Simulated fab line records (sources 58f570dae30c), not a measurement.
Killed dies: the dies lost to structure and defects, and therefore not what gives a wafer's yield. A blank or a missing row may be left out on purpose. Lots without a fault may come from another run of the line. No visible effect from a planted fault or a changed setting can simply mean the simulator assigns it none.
Which of the tools did it? + flow berkeley_cmos170 + 14 lots with 42 wafers sampled at 6 steps, on a route of 331 steps

## WHAT THE GAUGES SHOWED, per wafer
UCB170_PSD_TW_MEAS_10. Usual: PSD_TW gives 2376 (standard deviation 26).
| lot  | measured     | on            | PSD_TW         | flag |
|------|--------------|---------------|----------------|------|
| L163 | day 8 01:17  | film_metro-03 | 2382 2385 2377 |      |
| L164 | day 8 15:38  | film_metro-03 | 2383 2383 2380 |      |
| L165 | day 8 15:55  | film_metro-04 | 2340 2331 2341 |      |
| L166 | day 8 16:12  | film_metro-03 | 2391 2384 2383 |      |
| L167 | day 8 16:00  | film_metro-02 | 2375 2377 2369 |      |
| L172 | day 10 00:16 | film_metro-03 | 2397 2393 2384 |      |
| L174 | day 10 08:03 | film_metro-03 | 2387 2394 2391 |      |
| L175 | day 10 08:01 | film_metro-04 | 2317 2329 2314 |      |
| L178 | day 11 00:16 | film_metro-03 | 2404 2400 2396 |      |
| L179 | day 10 23:56 | film_metro-02 | 2389 2394 2373 |      |
| L182 | day 12 04:10 | film_metro-02 | 2378 2380 2374 |      |
| L184 | day 12 04:14 | film_metro-03 | 2402 2387 2407 |      |
| L185 | day 12 13:51 | film_metro-04 | 2325 2328 2322 |      |
| L186 | day 12 14:05 | film_metro-02 | 2368 2368 2355 |      |

UCB170_SDANNEAL_RS_MEAS_04: measures by four-point-probe. Usual: PLDD_RS gives 1031.9 ohm/sq (standard deviation 2.4).
| lot  | measured     | on            | PLDD_RS (ohm/sq)                    | flag |
|------|--------------|---------------|-------------------------------------|------|
| L163 | day 8 06:24  | film_metro-04 | 1031.9 1031.3 1029.9                |      |
| L164 | day 8 18:38  | film_metro-04 | 1030.8 1029.4 1031.1                |      |
| L165 | day 8 19:24  | film_metro-04 | 1033.4 1034.5 1032.8                |      |
| L166 | day 8 20:16  | film_metro-02 | 1035.0 1033.2 1032.6                |      |
| L167 | day 8 19:50  | film_metro-03 | 1034.8 1033.8 1034.1                |      |
| L172 | day 10 05:04 | film_metro-03 | 1034.1 1033.1 1029.2                |      |
| L174 | day 10 15:31 | film_metro-03 | 936.7 936.0 942.1 938.2 937.3 939.6 | OFF  |
| L175 | day 10 15:20 | film_metro-02 | 940.9 943.4 939.4 940.0 944.9 941.7 | OFF  |
| L178 | day 11 03:41 | film_metro-02 | 1030.4 1030.4 1030.4                |      |
| L179 | day 11 03:11 | film_metro-02 | 1033.4 1032.0 1035.5                |      |
| L182 | day 12 07:32 | film_metro-03 | 1029.5 1032.6 1034.1                |      |
| L184 | day 12 07:20 | film_metro-02 | 1035.6 1035.1 1034.9                |      |
| L185 | day 12 16:47 | film_metro-03 | 1036.0 1031.7 1033.5                |      |
| L186 | day 12 17:19 | film_metro-04 | 1026.4 1029.4 1029.7                |      |

UCB170_SDANNEAL_RS_MEAS_05: measures by four-point-probe. Usual: NLDD_RS gives 616.3 ohm/sq (standard deviation 1.4).
| lot  | measured     | on            | NLDD_RS (ohm/sq)                    | flag |
|------|--------------|---------------|-------------------------------------|------|
| L163 | day 8 06:31  | film_metro-04 | 616.2 615.7 614.2                   |      |
| L164 | day 8 18:46  | film_metro-04 | 615.9 615.0 614.8                   |      |
| L165 | day 8 19:31  | film_metro-04 | 616.3 616.8 616.1                   |      |
| L166 | day 8 20:23  | film_metro-02 | 614.5 616.9 614.4                   |      |
| L167 | day 8 19:57  | film_metro-03 | 618.0 616.4 617.3                   |      |
| L172 | day 10 05:11 | film_metro-03 | 616.5 617.8 617.4                   |      |
| L174 | day 10 17:08 | film_metro-03 | 607.5 608.5 609.5 609.0 607.8 608.9 | OFF  |
| L175 | day 10 22:08 | film_metro-02 | 608.9 609.4 608.3 609.1 609.6 609.0 | OFF  |
| L178 | day 11 03:49 | film_metro-02 | 616.0 617.1 617.4                   |      |
| L179 | day 11 03:18 | film_metro-02 | 618.9 618.3 618.1                   |      |
| L182 | day 12 07:40 | film_metro-03 | 617.9 617.3 617.1                   |      |
| L184 | day 12 07:27 | film_metro-02 | 618.7 617.8 617.4                   |      |
| L185 | day 12 16:54 | film_metro-03 | 615.4 616.3 616.6                   |      |
| L186 | day 12 17:26 | film_metro-04 | 616.2 614.4 614.7                   |      |

UCB170_V1_THK_MEAS_01. Usual: V1_TEOS_THK gives 2000 nm (standard deviation 37).
| lot  | measured     | on            | V1_TEOS_THK (nm) | flag |
|------|--------------|---------------|------------------|------|
| L163 | day 8 14:47  | film_metro-01 | 1961 2036 1973   |      |
| L164 | day 9 08:57  | film_metro-04 | 1957 1994 2025   |      |
| L165 | day 9 10:17  | film_metro-02 | 1933 1976 1996   |      |
| L166 | day 9 10:22  | film_metro-04 | 1986 1972 2013   |      |
| L167 | day 9 10:18  | film_metro-04 | 1987 2101 1998   |      |
| L172 | day 10 15:21 | film_metro-04 | 1975 1991 2087   |      |
| L174 | day 11 04:31 | film_metro-04 | 1993 2061 2012   |      |
| L175 | day 11 13:22 | film_metro-01 | 1939 1998 2074   |      |
| L178 | day 11 14:55 | film_metro-04 | 2010 2012 2040   |      |
| L179 | day 11 13:36 | film_metro-02 | 1939 1979 2026   |      |
| L182 | day 12 19:24 | film_metro-02 | 2014 2005 1993   |      |
| L184 | day 12 19:23 | film_metro-01 | 1917 1969 2023   |      |
| L185 | day 13 03:17 | film_metro-01 | 1932 1963 2037   |      |
| L186 | day 13 01:57 | film_metro-04 | 2044 1997 2028   |      |

## WHAT TOOL EACH LOT RAN ON (gives the tool, then ch and the chambers of the sampled wafers, and finally the start)
| lot  | UCB170_SPACER_ANNEAL_02       | UCB170_M1_ETCH_11                  |
|------|-------------------------------|------------------------------------|
| L163 | furnace-02 ch 0, day 7 21:57  | rie_diel-01 ch 0,3, day 8 12:54    |
| L164 | furnace-02 ch 0, day 8 12:49  | rie_diel-01 ch 0,1,3, day 9 07:04  |
| L165 | furnace-02 ch 0, day 8 12:49  | rie_diel-02 ch 0,3, day 9 07:47    |
| L166 | furnace-02 ch 0, day 8 12:49  | rie_diel-01 ch 0,1, day 9 07:58    |
| L167 | furnace-02 ch 0, day 8 12:49  | rie_diel-04 ch 0,1,2, day 9 07:41  |
| L172 | furnace-01 ch 0, day 9 21:25  | rie_diel-02 ch 1,2, day 10 13:26   |
| L174 | furnace-02 ch 0, day 10 04:43 | rie_diel-01 ch 2,3, day 11 02:23   |
| L175 | furnace-02 ch 0, day 10 04:43 | rie_diel-04 ch 2,3, day 11 11:29   |
| L178 | furnace-01 ch 0, day 10 20:46 | rie_diel-02 ch 0,1,3, day 11 12:19 |
| L179 | furnace-01 ch 0, day 10 20:46 | rie_diel-02 ch 0,1,2, day 11 10:41 |
| L182 | furnace-01 ch 0, day 12 00:29 | rie_diel-04 ch 0,1,3, day 12 17:07 |
| L184 | furnace-01 ch 0, day 12 00:29 | rie_diel-02 ch 1,2,3, day 12 16:56 |
| L185 | furnace-01 ch 0, day 12 10:26 | rie_diel-04 ch 3, day 13 00:20     |
| L186 | furnace-01 ch 0, day 12 10:26 | rie_diel-02 ch 0,1,2, day 13 00:04 |
- UCB170_SPACER_ANNEAL_02: time 1800 s.
- UCB170_M1_ETCH_11: etches BARC in N2/H2.

## WHAT THE TOOLS THEMSELVES READ (means of the sampled wafers that have a number; where no wafer has one, the mark that the record gives instead)
UCB170_SPACER_ANNEAL_02. Usual: spike_tc_centre_C 902.2 C, standard deviation 1; spike_tc_load_C 925.2 C, standard deviation 1.2; spike_tc_source_C 925.7 C, standard deviation 3; tube_center_temp_C 899.99 C, standard deviation 0.084; tube_center_temp_C_max 902.3, standard deviation 0.41; zone_power_load_pct 26.8 %, standard deviation 0.32.
| lot  | tool       | spike_tc_centre_C (C) | spike_tc_load_C (C) | spike_tc_source_C (C) | tube_center_temp_C (C) | tube_center_temp_C_max | zone_power_load_pct (%) | flag |
|------|------------|-----------------------|---------------------|-----------------------|------------------------|------------------------|-------------------------|------|
| L163 | furnace-02 | 901.4                 | 924.1               | 922.2                 | 899.95                 | 902.3                  | 26.6                    |      |
| L164 | furnace-02 | 903.0                 | 924.9               | 921.4                 | 900.08                 | 902.3                  | 26.5                    |      |
| L165 | furnace-02 | 902.9                 | 924.5               | 921.1                 | 900.04                 | 902.3                  | 26.5                    |      |
| L166 | furnace-02 | 902.3                 | 924.8               | 921.7                 | 900.01                 | 902.5                  | 26.5                    |      |
| L167 | furnace-02 | 902.1                 | 923.8               | 921.4                 | 900.00                 | 902.4                  | 26.6                    |      |
| L172 | furnace-01 | 902.5                 | 924.6               | 927.8                 | 899.92                 | 902.2                  | 26.8                    |      |
| L174 | furnace-02 | 932.2                 | 954.8               | 952.6                 | 929.94                 | 932.2                  | 28.5                    | OFF  |
| L175 | furnace-02 | 932.7                 | 954.1               | 952.6                 | 930.00                 | 932.1                  | 28.8                    | OFF  |
| L178 | furnace-01 | 901.0                 | 926.1               | 927.5                 | 900.03                 | 902.3                  | 26.7                    |      |
| L179 | furnace-01 | 902.6                 | 925.3               | 927.9                 | 899.97                 | 902.4                  | 26.8                    |      |
| L182 | furnace-01 | 902.4                 | 925.4               | 927.8                 | 899.97                 | 902.0                  | 27.2                    |      |
| L184 | furnace-01 | 901.5                 | 926.0               | 927.0                 | 899.94                 | 902.3                  | 26.7                    |      |
| L185 | furnace-01 | 901.5                 | 925.0               | 928.9                 | 900.04                 | 902.0                  | 26.5                    |      |
| L186 | furnace-01 | 901.9                 | 925.9               | 926.8                 | 899.97                 | 902.5                  | 26.9                    |      |

UCB170_M1_ETCH_11. Usual: drypump_motor_current_A 5.5 A, standard deviation 0.43; oes_product_au 0.98 a.u., standard deviation 0.031; throttle_valve_pct 13.37 %, standard deviation 0.17.
| lot  | tool        | drypump_motor_current_A (A) | oes_product_au (a.u.) | throttle_valve_pct (%) | flag |
|------|-------------|-----------------------------|-----------------------|------------------------|------|
| L163 | rie_diel-01 | 5.2                         | 0.97                  | 13.12                  |      |
| L164 | rie_diel-01 | 5.2                         | 0.97                  | 13.32                  |      |
| L165 | rie_diel-02 | 5.9                         | 1.01                  | 13.53                  |      |
| L166 | rie_diel-01 | 5.3                         | 0.95                  | 13.30                  |      |
| L167 | rie_diel-04 | 6.0                         | 0.98                  | 13.39                  |      |
| L172 | rie_diel-02 | 5.3                         | 0.97                  | 13.32                  |      |
| L174 | rie_diel-01 | 5.1                         | 1.01                  | 13.26                  |      |
| L175 | rie_diel-04 | 5.4                         | 0.98                  | 13.33                  |      |
| L178 | rie_diel-02 | 5.7                         | 1.00                  | 13.44                  |      |
| L179 | rie_diel-02 | 5.7                         | 0.99                  | 13.36                  |      |
| L182 | rie_diel-04 | 5.8                         | 0.97                  | 13.31                  |      |
| L184 | rie_diel-02 | 5.4                         | 0.98                  | 13.42                  |      |
| L185 | rie_diel-04 | 5.3                         | 0.96                  | 13.27                  |      |
| L186 | rie_diel-02 | 5.7                         | 1.00                  | 13.36                  |      |

## THE ANSWER, worked out from the rows above alone
Rule: lot off if the mean of its wafers having a number is beyond 3 standard deviations from the usual mean. Also off: a lot with no number at a reading for which 4 or more lots have one. The other lots that the step has rows for count as sound. The gauges are gone through in route order, then the tools' own readings, and for those a lot's mean is taken as printed above. The first step at which some lot is off is used, and at that step the reading that is off furthest; a lot without a number counts as furthest.
Off: at UCB170_SDANNEAL_RS_MEAS_04 (PLDD_RS), L174, L175.
A tool fits if, at a process step before that reading, it ran every lot that is off, and no sound lot after the first of them. The gauges at UCB170_SDANNEAL_RS_MEAS_04 aren't tried: what is off there is off at UCB170_SPACER_ANNEAL_02 too, on other tools, and a gauge's error can't cause that. One fits: UCB170_SPACER_ANNEAL_02 on furnace-02. Its last sound lot is L164 (day 8 12:49), its first lot that is off L174 (day 10 04:43): a fault that began between those two fits.
The tool's own readings at UCB170_SPACER_ANNEAL_02 bear it out: on the lots that are off they differ by more than 5 times the standard deviation of the sound lots' means. spike_tc_centre_C reads 932.5 C there against 902.1 C on the sound lots; spike_tc_load_C reads 954.5 C there against 925.0 C on the sound lots; spike_tc_source_C reads 952.6 C there against 925.1 C on the sound lots; tube_center_temp_C reads 929.97 C there against 899.99 C on the sound lots; tube_center_temp_C_max reads 932.2 there against 902.3 on the sound lots; zone_power_load_pct reads 28.6 % there against 26.7 % on the sound lots.

## WHAT HAD BEEN PUT IN BY THE SIMULATOR
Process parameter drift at UCB170_SPACER_ANNEAL_02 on furnace-02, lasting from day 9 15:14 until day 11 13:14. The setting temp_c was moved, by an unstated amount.
Lots struck among those shown: L175, L174. The rule above found the same.
